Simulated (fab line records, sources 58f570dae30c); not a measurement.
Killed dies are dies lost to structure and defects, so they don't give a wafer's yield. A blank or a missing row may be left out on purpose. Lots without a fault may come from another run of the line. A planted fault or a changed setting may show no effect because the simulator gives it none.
fab line records | flow berkeley_cmos170 | part 2 of 2: steps 29 to 38 of 38
record lots=5 wafers=15 last_day=11
route steps=331 shown ZERO@12 NWELL@14 PWELL@34
lots that met no fault: from a run of the same line without faults
start_h: hours from the record's first day to the start of the lot's first wafer shown | wait_h: hours since the lot's step before | " the same as in the row above | L1.1+2: a row that stands for several wafers | - no value, or no start given | * or withheld: withheld | < > ~ a bound
route shown NAME@n: a module of which the file shows steps, and the number in the route of the first | usual: mean/standard deviation of fault-free wafers | same: alike in all rows | chamber/n: place in a boat | sites: the reading at each site | _std_site: their standard deviation | _edge_site: outer sites' mean less inner sites' | radius_mm: how far each site lies from the wafer's centre | mask NAME#n: copy n | behind: the tool/chamber that last shaped the wafer | hold: why the lot was held/for how many hours/how that ended | device: the transistor (n, p or np) that didn't switch | end of line: the same wafers' tests at the end of the route | a step without rows: its recipe alone | killed: dies lost to structure and defects at the first sort, not the wafer's yield | map: a wafer's dies, x killed, . not, _ none there
set.NAME: the setting as run; set.NAME@STEP: as run at that earlier step | model.NAME: the simulator's own value behind a step, which no gauge read
lots at some steps of the route; a table a step, a row a wafer
services: from which hour (start_h, from the record's first day; less than 0 if before it) a tool's chamber was out of use, for how many hours, and why
## steps
# step UCB170_PWELL_THK_MEAS_06
# recipe reads=Si3N4_of_PWELL_CVD_05
# usual PWELL_NITRIDE_THK=219.8/1.6
# columns lot.wafer tool chamber start_h wait_h PWELL_NITRIDE_THK[nm]
L080.1 film_metro-03 - 84.30 0.0 218.4
L080.5 " - " " 219.6
L080.6 " - " " 219.2
L088.3 film_metro-01 - 117.99 0.0 223.0
L088.4 " - " " 221.0
L088.5 " - " " 220.2
L087.1 film_metro-03 - 118.03 0.1 220.0
L087.4 " - " " 219.5
L087.6 " - " " 219.1
L091.1 film_metro-01 - 141.09 0.0 220.5
L091.3 " - " " 219.6
L091.5 " - " " 220.2
L093.4 film_metro-03 - 141.12 0.0 218.2
L093.5 " - " " 217.6
L093.6 " - " " 216.9
# step UCB170_PWELL_HMDS_07
# recipe prime_time_s=60 prime_temp_c=100
# usual exhaust_pa=45.0/0.83
# columns lot.wafer tool chamber start_h wait_h exhaust_pa
L080.1 litho_track-01 0 84.38 0.1 45.8
L080.5 " 0 " " 45.3
L080.6 " 0 " " 45.1
L087.1 litho_track-04 0 118.48 0.4 46.1
L087.4 " 0 " " 44.6
L087.6 " 0 " " 47.0
L088.3 litho_track-02 0 118.52 0.5 44.6
L088.4 " 0 " " 44.6
L088.5 " 0 " " 45.6
L091.1 litho_track-02 0 141.21 0.1 46.1
L091.3 " 0 " " 44.7
L091.5 " 0 " " 45.2
L093.4 litho_track-01 0 141.62 0.5 44.6
L093.5 " 0 " " 44.6
L093.6 " 0 " " 44.8
# step UCB170_PWELL_COAT_08
# recipe resist=KrF spin_rpm=1500 resist_thk_nm=900
# usual exhaust_pa=45.1/0.94
# columns lot.wafer tool chamber start_h wait_h exhaust_pa
L080.1 litho_track-01 0 84.53 0.1 45.7
L080.5 " 0 " " 44.9
L080.6 " 0 " " 45.1
L087.1 litho_track-04 0 118.63 0.1 44.7
L087.4 " 0 " " 44.4
L087.6 " 0 " " 44.2
L088.3 litho_track-02 0 118.67 0.1 44.5
L088.4 " 0 " " 45.1
L088.5 " 0 " " 43.9
L091.1 litho_track-02 0 141.36 0.1 43.3
L091.3 " 0 " " 45.1
L091.5 " 0 " " 44.2
L093.4 litho_track-01 0 141.77 0.1 47.2
L093.5 " 0 " " 45.6
L093.6 " 0 " " 46.0
# step UCB170_PWELL_SOFTBAKE_09
# recipe resist=KrF temp_c=130 time_s=60
# usual exhaust_pa=45.2/0.92
# columns lot.wafer tool chamber start_h wait_h exhaust_pa
L080.1 litho_track-01 0 84.68 0.1 45.6
L080.5 " 0 " " 45.4
L080.6 " 0 " " 46.4
L087.1 litho_track-04 0 118.78 0.1 45.1
L087.4 " 0 " " 45.4
L087.6 " 0 " " 45.9
L088.3 litho_track-02 0 118.82 0.1 45.0
L088.4 " 0 " " 45.5
L088.5 " 0 " " 44.1
L091.1 litho_track-02 0 141.51 0.1 45.2
L091.3 " 0 " " 45.1
L091.5 " 0 " " 45.6
L093.4 litho_track-01 0 141.92 0.1 45.1
L093.5 " 0 " " 45.1
L093.6 " 0 " " 45.5
# step UCB170_PWELL_EXPOSE_10
# recipe mask_id=PWELL target_cd_nm=3000 na=0.5 sigma_outer=0.6 source_shape=conventional dose_mj=19
# columns lot.wafer tool chamber start_h wait_h mask
L080.1+5+6 krf_scanner-02 0 85.14 0.4 PWELL#0
L088.3+4+5 krf_scanner-01 0 119.08 0.2 PWELL#0
L087.1+4+6 krf_scanner-02 0 119.28 0.5 PWELL#0
L091.1+3+5 krf_scanner-01 0 141.79 0.2 PWELL#0
L093.4+5+6 krf_scanner-01 0 142.41 0.5 PWELL#0
# step UCB170_PWELL_PEB_11
# recipe peb_temp_c=130 peb_time_s=withheld resist=KrF
# usual exhaust_pa=45.0/0.95
# columns lot.wafer tool chamber start_h wait_h exhaust_pa
L080.1 litho_track-01 0 85.83 0.7 44.9
L080.5 " 0 " " 45.4
L080.6 " 0 " " 45.6
L087.1 litho_track-01 0 119.64 0.3 43.8
L087.4 " 0 " " 44.2
L087.6 " 0 " " 46.1
L088.3 litho_track-02 0 119.69 0.6 43.5
L088.4 " 0 " " 43.5
L088.5 " 0 " " 43.9
L091.1 litho_track-04 0 141.96 0.2 45.8
L091.3 " 0 " " 45.4
L091.5 " 0 " " 44.6
L093.4 litho_track-01 0 142.54 0.1 46.0
L093.5 " 0 " " 45.9
L093.6 " 0 " " 47.6
# step UCB170_PWELL_DEVELOP_12
# recipe developer=TMAH develop_time_s=45 resist=KrF dev_temp_c=21
# usual exhaust_pa=45.1/0.94
# same develop_time_s=45
# columns lot.wafer tool chamber start_h wait_h exhaust_pa
L080.1 litho_track-01 0 - - 47.7
L080.5 " 0 " " 45.3
L080.6 " 0 " " 45.6
L087.1 litho_track-01 0 - - 44.8
L087.4 " 0 " " 45.2
L087.6 " 0 " " 46.2
L088.3 litho_track-02 0 - - 45.8
L088.4 " 0 " " 46.0
L088.5 " 0 " " 46.9
L091.1 litho_track-04 0 - - 45.4
L091.3 " 0 " " 45.1
L091.5 " 0 " " 45.2
L093.4 litho_track-01 0 - - 43.7
L093.5 " 0 " " 43.3
L093.6 " 0 " " 44.7
# step UCB170_PWELL_OVL_MEAS_13
# usual PWELL_OVL=-2/5.7
# columns lot.wafer tool chamber start_h wait_h PWELL_OVL[nm]
L080.1 overlay-02 - 86.11 - -4
L080.5 " - " " 1
L080.6 " - " " -10
L087.1 overlay-02 - 119.92 - -4
L087.4 " - " " -2
L087.6 " - " " -4
L088.3 overlay-01 - 119.93 - 4
L088.4 " - " " 5
L088.5 " - " " 6
L091.1 overlay-02 - 142.24 - 1
L091.3 " - " " 4
L091.5 " - " " 0
L093.4 overlay-01 - 142.76 - 0
L093.5 " - " " -6
L093.6 " - " " -7
# step UCB170_PWELL_ETCH_14
# recipe chemistry=CH3F/Ar/O2 target=Si3N4 stop_on=SiO2 CH3F_flow_sccm=20 Ar_flow_sccm=50 O2_flow_sccm=7 pressure_mtorr=50 rf_w=450 target_depth_a=2420 over_etch_frac=0.1 time_s=151
# usual drypump_motor_current_A=5.7/0.52 oes_product_au=0.936/0.018 throttle_valve_pct=8.05/0.12
# columns lot.wafer tool chamber start_h wait_h drypump_motor_current_A oes_product_au rf_hours_counter_h throttle_valve_pct
L080.1 rie_diel-04 1 86.15 0.0 6.3 0.937 85 8.02
L080.5 " 3 " " 5.4 0.917 - 8.32
L080.6 " 0 " " 5.1 0.948 - 8.06
L088.3 rie_diel-04 2 119.95 0.0 5.0 0.953 55 8.10
L088.4 " 3 " " 5.4 0.924 91 8.30
L088.5 " 1 " " 6.4 0.950 - 8.03
L087.1 rie_diel-01 3 119.95 0.0 5.9 0.920 75 8.10
L087.4 " 1 " " 5.3 0.949 136 7.89
L087.6 " 2 " " 6.0 0.904 - 7.94
L091.1 rie_diel-03 2 142.27 0.0 6.1 0.967 64 7.87
L091.3 " 0 " " 5.2 0.944 12 7.99
L091.5 " 3 " " 5.6 0.935 - 8.09
L093.4 rie_diel-04 3 142.78 0.0 5.4 0.911 93 8.31
L093.5 " 1 " " 6.4 0.943 - 8.03
L093.6 " 0 " " 5.1 0.943 - 8.07
# step UCB170_PWELL_IMPLANT_15
# recipe species=B dose_cm2=5e+12 energy_kev=60 tilt_deg=7
# usual tilt_deg=6.997/0.021
# same implant_ion_amu=11
# columns lot.wafer tool chamber start_h wait_h tilt_deg
L080.1 implanter-04 0 86.25 0.1 6.981
L080.5 " 0 " " 7.007
L080.6 " 0 " " 7.000
L087.1 implanter-02 0 120.05 0.1 7.003
L087.4 " 0 " " 7.021
L087.6 " 0 " " 7.038
L088.3 implanter-04 0 120.10 0.1 7.004
L088.4 " 0 " " 6.982
L088.5 " 0 " " 7.023
L091.1 implanter-02 0 142.37 0.1 7.008
L091.3 " 0 " " 6.985
L091.5 " 0 " " 6.977
L093.4 implanter-04 0 142.96 0.1 6.968
L093.5 " 0 " " 6.971
L093.6 " 0 " " 6.970
## services
# columns tool chamber start_h hours kind
krf_scanner-01 - 41.38 1.3 pm
rie_diel-04 - 46.25 0.4 repair
krf_scanner-02 - 56.40 1.0 pm
furnace-04 - 68.80 3.6 pm
krf_scanner-02 - 69.47 0.8 pm
furnace-04 - 78.62 2.6 pm
rie_diel-04 3 80.88 4.0 repair
krf_scanner-01 - 84.29 0.8 pm
rie_diel-02 - 86.75 2.8 pm
rie_diel-02 1 90.79 3.3 repair
implanter-02 - 96.06 2.9 repair
furnace-01 - 102.33 4.3 pm
krf_scanner-01 - 108.51 10.2 repair
plasma_asher-02 - 108.75 9.0 pm
furnace-02 - 113.70 3.7 pm
furnace-02 - 117.35 3.2 pm
rie_diel-04 0 120.90 17.5 repair
rie_diel-04 1 124.33 11.3 repair
implanter-04 - 125.60 3.0 repair
lpcvd-02 - 129.66 6.0 pm
rie_diel-02 3 131.01 3.2 repair
krf_scanner-02 - 136.16 0.1 repair
rie_diel-02 1 136.36 3.6 repair
rie_diel-02 2 142.66 5.8 repair
